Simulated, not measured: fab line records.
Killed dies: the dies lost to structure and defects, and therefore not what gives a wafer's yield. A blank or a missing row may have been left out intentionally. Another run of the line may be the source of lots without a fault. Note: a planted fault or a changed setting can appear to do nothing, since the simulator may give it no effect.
Matching of chambers | flow ritCmos | RIT_GATE_ETCH_19 on rieSi-01 has 4 sister chambers
The step etches poly-Si in SF6/CHF3/O2, stops on SiO2, time 165 s, target depth 312.5 nm. 14 wafers are shown with their chamber, then 7 later ones without.

## WAFERS WITH THEIR CHAMBER
wafer  | chamber | throttleValvePct (%) | drypumpMotorCurrentA (A) | oesProductAu (a.u.)
L305.1 | 0       | 10.12                | 6.1                      | 0.837
L305.2 | 2       | 10.18                | 6.2                      | 0.842
L305.3 | 1       | 10.11                | 6.0                      | 0.818
L307.2 | 0       | 10.12                | 6.1                      | 0.834
L307.3 | 1       | 10.12                | 6.0                      | 0.824
L307.4 | 3       | 10.28                | 6.0                      | 0.856
L309.3 | 1       | 10.12                | 6.0                      | 0.821
L309.5 | 2       | 10.17                | 6.1                      | 0.858
L309.6 | 1       | 10.12                | 6.0                      | 0.825
L315.1 | 0       | 10.12                | 6.1                      | 0.835
L315.3 | 2       | 10.17                | 6.1                      | 0.838
L315.4 | 1       | 10.12                | 6.0                      | 0.824
L317.1 | 3       | 10.27                | 6.1                      | 0.839
L317.2 | 1       | 10.11                | 6.0                      | 0.812

SIGNATURES, as means of the wafers listed above
reading              | chamber 0 | chamber 1 | chamber 2 | chamber 3 | scatter within a chamber
throttleValvePct     | 10.1200   | 10.1167   | 10.1733   | 10.2750   | 0.005
drypumpMotorCurrentA | 6.100     | 6.000     | 6.133     | 6.050     | 0.0342
oesProductAu         | 0.83533   | 0.82067   | 0.84600   | 0.84750   | 0.00705
Rule: for a wafer and a chamber, the distance is found by dividing, reading by reading, the gap between the wafer's reading and the chamber's mean by the reading's scatter, squaring, summing and taking the root. The wafer belongs to the nearest chamber; if the next one is less than 2 further off, it can't be placed. The scatter is the square root of a quotient: the sum, over the shown wafers, of each reading's squared deviation from its chamber's mean, divided by wafers minus chambers.

## WAFERS WITHOUT THEIR CHAMBER
wafer  | throttleValvePct (%) | drypumpMotorCurrentA (A) | oesProductAu (a.u.)
L317.4 | 10.12                | 6.1                      | 0.837
L323.3 | 10.11                | 6.0                      | 0.820
L323.4 | 10.18                | 6.1                      | 0.856
L323.5 | 10.11                | 6.0                      | 0.829
L325.2 | 10.29                | 6.0                      | 0.847
L325.5 | 10.27                | 6.1                      | 0.861
L325.6 | 10.17                | 6.2                      | 0.845

## WHICH CHAMBER EACH WENT THROUGH
wafer  | from the rows above     | in truth
L317.4 | 0                       | 0
L323.3 | 1                       | 1
L323.4 | 2                       | 2
L323.5 | can't be placed: 1 or 0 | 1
L325.2 | 3                       | 3
L325.5 | 3                       | 3
L325.6 | 2                       | 2
6 of 7 placed correctly. Cannot be placed on the basis of these rows: 1; the candidates contain the true chamber in 1. Wrongly placed: 0.
